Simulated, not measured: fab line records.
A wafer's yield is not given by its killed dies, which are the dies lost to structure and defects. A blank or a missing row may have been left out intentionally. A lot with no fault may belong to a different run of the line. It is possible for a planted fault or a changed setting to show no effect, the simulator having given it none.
Problem report, 8D (eight disciplines) form, completed by code	flow berkeley-cmos170	the parts of the form that need people (team, actions taken, sign-off) are left out

== 1. PROBLEM STATEMENT ==
Wafers without a fault read 223.3 s, standard deviation 0.48; run-length-s at UCB170_CONTACT_ETCH_18 reads a mean of 174.6 s on 6 wafers belonging to 2 lots. That is -99 or more standard deviations from the usual mean.
The step: etches PSG in CHF3/CF4/Ar, stops on TiSi2, target depth 840 nm, time 195 s.
First seen on wafer L436.2, day 7 16:00, on rie-diel-04. At this step, 18 wafers from 6 lots have a number in the record. Rule for "out" (also "out of limits"): further than 4 standard deviations from the usual mean. Any other wafer with a number is counted as sound.

== 2. WHAT IT IS, AND WHAT IT ISN'T ==
question	is	is not
which readings at this step	run-length-s, oes-product-au	-
which lots	L436, L439	L433, L451, L454, L455
which wafers of those lots	all that have a number	-
read on which tools	rie-diel-04	rie-diel-02, rie-diel-03
when	from day 7 16:00	up to then (3 sound wafers); but 9 sound wafers of L451, L454, L455 came after

== 3. THE SUSPECTS, EACH WITH WHAT RULES IT OUT ==
Counting: a tool at a process step up to the reading stays a suspect if it ran every lot that is out and no sound lot after the first of them.
- rie-diel-04 at UCB170_CONTACT_ETCH_17 (etches BARC in N2/H2): ruled out as a lasting fault. Sound lots L454 ran on it after its first lot that is out, L436 (day 7 16:06).
- rie-diel-04 at UCB170_CONTACT_ETCH_18 (etches PSG in CHF3/CF4/Ar, stops on TiSi2, target depth 840 nm, time 195 s): ruled out as a lasting fault. Sound lots L454 ran on it after its first lot that is out, L436 (day 7 16:00).
Left after counting: nothing in the record.

== 4. THE CAUSE (what the simulator had put in) ==
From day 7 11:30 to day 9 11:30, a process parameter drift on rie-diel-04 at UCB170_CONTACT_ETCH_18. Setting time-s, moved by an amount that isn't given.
Counting ruled it out, wrongly.

== 5. THE EFFECT CHAIN, in route order ==
Each row: a reading whose mean over the struck wafers that have a number lies more than 3 standard deviations from the usual. Readings are gone through only where the record gives a usual standard deviation; hours: the median, over the lots, of the time from a lot's start at the first step in this table giving one to that lot's start at this step; sigmas: the change measured in usual standard deviations.
hours	step	reading	usual	on struck wafers	change	sigmas
0	UCB170_CONTACT_ETCH_18	oes-product-au	0.897 a.u.	1.021	+0.124	+8.3
0	UCB170_CONTACT_ETCH_18	run-length-s	223.3 s	174.6	-48.7	-99 or more
It contains these process steps:
- UCB170_CONTACT_ETCH_18: etches PSG in CHF3/CF4/Ar, stops on TiSi2, target depth 840 nm, time 195 s.

== 6. HOW IT WOULD HAVE BEEN CAUGHT EARLIER ==
The fault began at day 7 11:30; the first out-of-limits reading in this record came at day 7 16:00, 4 hours later.
